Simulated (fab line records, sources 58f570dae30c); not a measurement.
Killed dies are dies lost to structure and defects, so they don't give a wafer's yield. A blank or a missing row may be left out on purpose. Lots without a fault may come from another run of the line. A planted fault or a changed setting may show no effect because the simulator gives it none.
Which tool did it? | flow berkeley_cmos170 | 6 lots, 18 wafers sampled, at 3 steps of a route of 331

WHAT THE GAUGES READ, wafer by wafer
UCB170_V2_THK_MEAS_04.
lot  | measured     | on            | V2_POLISHED_THK (nm)
L171 | day 9 11:25  | film_metro-02 | 1003.1 1000.7 999.4
L175 | day 10 05:26 | film_metro-02 | 997.8 1001.7 1002.4
L174 | day 10 06:10 | film_metro-03 | 999.5 998.4 1000.4
L178 | day 11 04:22 | film_metro-01 | 999.8 1000.1 1000.5
L180 | day 11 05:17 | film_metro-01 | 999.5 1001.0 1001.2
L190 | day 13 10:11 | film_metro-01 | 1001.8 1000.7 1000.2

WHICH TOOL RAN EACH LOT (tool, then ch and the chambers of the sampled wafers, then the start)
lot  | UCB170_GATE_CLEAN_17            | UCB170_V1_ETCH_14
L171 | wet_bench-02 ch 2, day 7 21:06  | rie_diel-03 ch 1,2, day 9 05:16
L175 | wet_bench-03 ch 3, day 8 16:43  | rie_diel-03 ch 1,3, day 10 01:07
L174 | wet_bench-03 ch 0, day 8 16:55  | rie_diel-01 ch 0,2, day 10 01:52
L178 | wet_bench-03 ch 1, day 9 17:26  | rie_diel-04 ch 0,1, day 10 23:21
L180 | wet_bench-03 ch 3, day 9 17:49  | rie_diel-04 ch 2,3, day 11 01:21
L190 | wet_bench-02 ch 2, day 11 15:32 | rie_diel-04 ch 0,1, day 13 04:26
- UCB170_GATE_CLEAN_17: cleans in SPM, time 600 s.
- UCB170_V1_ETCH_14: etches SiO2 in CHF3/CF4/Ar, stops on Al, target depth 1250 nm, time 291 s.

THE ANSWER, worked out from the rows above alone
Rule: what is usual is taken from the lots themselves. Put in order of their means at a reading, lots are off if they are a third of the lots or fewer, leave a main group of 4 or more, and stand apart from it by a gap of 3 or more times the standard deviation of the main group's means; of several such gaps the widest counts. A main group whose means are all the same, to the digits that the tables above print for the reading, isn't used. A lot without any number at a reading at which 4 lots or more have one is off too. The other lots that the step has rows for count as sound.
No lot is off at any reading shown: from this, nothing can be told.

WHAT THE SIMULATOR HAD PUT IN
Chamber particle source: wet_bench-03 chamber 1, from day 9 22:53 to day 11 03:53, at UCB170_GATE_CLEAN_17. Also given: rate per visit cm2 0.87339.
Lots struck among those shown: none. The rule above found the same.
